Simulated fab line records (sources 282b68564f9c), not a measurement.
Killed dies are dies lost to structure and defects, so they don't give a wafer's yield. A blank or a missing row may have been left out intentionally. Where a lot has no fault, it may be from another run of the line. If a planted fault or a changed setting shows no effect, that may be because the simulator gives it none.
Problem report in the 8D (eight disciplines) form, filled by code ; flow rit-cmos ; the parts of the form that need people (team, actions taken, sign-off) are left out

== 1. THE ISSUE ==
SPACER_NITRIDE_THK at RIT_SPACER_THK_MEAS_04 reads a mean of 202.9 nm on 3 wafers of 1 lot; wafers without a fault read 249.5 nm with a standard deviation of 3. Measured from the usual mean, that is -16 standard deviations.
Seen first at day 6 04:46 on film-metro-01, wafer L957.1. Wafers with a number at this step in the record: 39, from 13 lots. The rule behind "out" and "out of limits": a value lying over 4 standard deviations away from the usual mean. The other wafers with a number count as sound.

== 2. WHAT IT IS AND WHAT IT IS NOT ==
question;is;is not
which readings at this step;SPACER_NITRIDE_THK;-
which lots;L957;L944, L946, L947, L948, L949, L950, L951, L954, L960, L961, L962, L964
which wafers of those lots;all that have a number;-
read on which gauges;film-metro-01;film-metro-03, film-metro-04
when;from day 6 04:46;"up to then (24 sound wafers); but 12 sound wafers of L960, L961, L962, L964 came after"

== 3. WHAT RULES OUT EACH SUSPECT ==
Counting: a tool at a process step up to the reading stays a suspect if it ran every lot that is out and no sound lot after the first of them.
- ruled out: the gauge at RIT_SPACER_THK_MEAS_04. All the wafers that are out were read on film-metro-01, but those of them that RIT_SPACER_ETCHBACK_05 has rows for are out there too, on other tools.
- plasma-asher-03 at RIT_ACTIVE_STRIP_14 (strips in O2, time 180 s): ruled out as a lasting fault. Following L957 (day 4 18:22), the first lot on it that is out, the sound lots L964 were run on it.
- lpcvd-02 at RIT_SPACER_CVD_03 (deposits Si3N4 from SiH2Cl2/NH3, target thk 250 nm, time 3300 s): ruled out as a lasting fault. Following L957 (day 6 02:50), the first lot on it that is out, the sound lots L961 were run on it.
Left after counting: nothing in the record.

== 4. THE CAUSE (what the simulator had put in) ==
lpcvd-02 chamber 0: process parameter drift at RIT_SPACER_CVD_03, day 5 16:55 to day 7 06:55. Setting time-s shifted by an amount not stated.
The count ruled it out by mistake, since the rule takes a fault to strike every lot its tool runs from the start of the fault on, and this one did not do so.

== 5. THE EFFECT CHAIN, in route order ==
One row per reading whose mean, taken over the struck wafers that have a number, lies over 3 standard deviations from the usual. Scope: only readings with a usual standard deviation given in the record; hours: median across lots of the time from each lot's start at the first step in this table that gives one to its start at this step; sigmas: change in usual standard deviations.
hours;step;reading;usual;on struck wafers;change;sigmas
0;RIT_SPACER_THK_MEAS_04;SPACER_NITRIDE_THK;249.5 nm;202.9;-46.6;-16
0;RIT_SPACER_ETCHBACK_05;oes-product-au;0.841 a.u.;0.730;-0.111;-7.9
Here are the process steps it includes:
- RIT_SPACER_ETCHBACK_05: etches Si3N4 in SF6/CHF3, stops on SiO2, target depth 250 nm, time 240 s.

== 6. WHAT WOULD HAVE CAUGHT IT SOONER ==
In this record the first reading out of limits at a measuring or inspecting step was taken at day 6 04:46, 12 hours after the fault began at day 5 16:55.
